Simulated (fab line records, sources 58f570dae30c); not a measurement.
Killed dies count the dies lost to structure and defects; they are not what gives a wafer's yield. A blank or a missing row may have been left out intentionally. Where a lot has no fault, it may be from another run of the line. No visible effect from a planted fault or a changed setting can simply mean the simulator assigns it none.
Matching of chambers ; flow berkeley_cmos170 ; UCB170_NWELL_WET_ETCH_00 on wet_bench-04: 3 sister chambers
The step etches SiO2 in dHF, time 200 s. 6 wafers are shown with their chamber, then 2 later ones without.

WAFERS WITH THEIR CHAMBER
wafer;chamber;bath_heat_duty_pct (%);run_length_s (s)
L198.5;0;5.8;225
L202.5;3;6.6;226
L202.6;3;6.9;226
L204.3;1;6.7;232
L204.6;1;6.5;232
L214.1;0;3.5;227

WAFERS MISSING THEIR CHAMBER
wafer;bath_heat_duty_pct (%);run_length_s (s)
L214.3;4.1;227
L214.5;4.8;227

CHAMBER TAKEN BY EACH
wafer;from the rows above;in truth
L214.3;can't be placed: 0 or 3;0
L214.5;can't be placed: 0 or 3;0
0 of 2 placed correctly. Cannot be placed on the basis of these rows: 2; the candidates contain the true chamber in 2. Wrongly placed: 0.
How it was worked out, from the rows above alone: a wafer's distance from a chamber is the root of the sum, over the readings, of the square of ((its reading less the chamber's mean) divided by the reading's scatter). If the next closest chamber is less than 2 further off than the closest, the wafer can't be placed; otherwise it belongs to the closest. The mean given for a chamber averages the wafers shown for that chamber. How the scatter is found: for the shown wafers, subtract from each reading the mean of its chamber, square and add these, divide the total by (wafers less chambers), then take the root.
